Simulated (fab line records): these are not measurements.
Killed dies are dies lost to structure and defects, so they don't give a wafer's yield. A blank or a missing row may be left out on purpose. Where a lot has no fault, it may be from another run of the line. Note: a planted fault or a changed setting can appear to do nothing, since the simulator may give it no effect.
Chamber matching | flow berkeleyCmos170 | UCB170_SPACER_ETCHBACK_03 on rieDiel-02 has 4 sister chambers
The step etches SiO2 in CHF3/CF4/Ar, stops on Si, target depth 376 nm, time 100 s. 15 wafers are shown with their chamber, then 7 later ones without.

## WAFERS, EACH WITH ITS CHAMBER
wafer  | chamber | throttleValvePct (%) | drypumpMotorCurrentA (A) | rfFwdPowerW (W)
L873.4 | 0       | 6.35                 | 5.4                      | 496.4
L873.5 | 3       | 6.52                 | 5.8                      | 496.1
L873.6 | 0       | 6.35                 | 5.4                      | 496.3
L877.2 | 2       | 6.46                 | 6.0                      | 498.6
L877.3 | 3       | 6.53                 | 5.7                      | 495.0
L877.6 | 0       | 6.33                 | 5.4                      | 495.8
L878.1 | 1       | 6.50                 | 5.7                      | 498.7
L878.5 | 0       | 6.33                 | 5.4                      | 496.8
L878.6 | 3       | 6.53                 | 5.8                      | 499.0
L880.1 | 0       | 6.34                 | 5.4                      | 496.6
L880.3 | 1       | 6.49                 | 5.7                      | 497.4
L880.5 | 2       | 6.46                 | 6.1                      | 500.2
L888.2 | 1       | 6.50                 | 5.7                      | 493.9
L888.3 | 2       | 6.46                 | 6.1                      | 498.3
L890.2 | 2       | 6.47                 | 6.1                      | 499.6

SIGNATURES (averages over the wafers above)
reading              | chamber 0 | chamber 1 | chamber 2 | chamber 3 | scatter within a chamber
throttleValvePct     | 6.3400    | 6.4967    | 6.4625    | 6.5267    | 0.00744
drypumpMotorCurrentA | 5.400     | 5.700     | 6.075     | 5.767     | 0.0359
rfFwdPowerW          | 496.380   | 496.667   | 499.175   | 496.700   | 1.47
Rule: for a wafer and a chamber, the distance is found by dividing, reading by reading, the gap between the wafer's reading and the chamber's mean by the reading's scatter, squaring, summing and taking the root. If the next closest chamber is less than 2 further off than the closest, the wafer can't be placed; otherwise it belongs to the closest. The scatter is the square root of a quotient: the sum, over the shown wafers, of each reading's squared deviation from its chamber's mean, divided by wafers minus chambers.

## WAFERS WITH NO CHAMBER GIVEN
wafer  | throttleValvePct (%) | drypumpMotorCurrentA (A) | rfFwdPowerW (W)
L890.5 | 6.49                 | 5.8                      | 497.0
L893.2 | 6.34                 | 5.3                      | 496.0
L893.3 | 6.53                 | 5.8                      | 495.7
L893.5 | 6.47                 | 6.0                      | 498.5
L894.1 | 6.33                 | 5.4                      | 495.9
L894.2 | 6.45                 | 6.0                      | 498.0
L894.4 | 6.50                 | 5.7                      | 500.3

## WHICH CHAMBER EACH WENT THROUGH
wafer  | from the rows above | in truth
L890.5 | 1                   | 1
L893.2 | 0                   | 0
L893.3 | 3                   | 3
L893.5 | 2                   | 2
L894.1 | 0                   | 0
L894.2 | 2                   | 2
L894.4 | 1                   | 1
Correctly placed: 7 of 7. Number that these rows cannot place: 0. Number placed wrongly: 0.
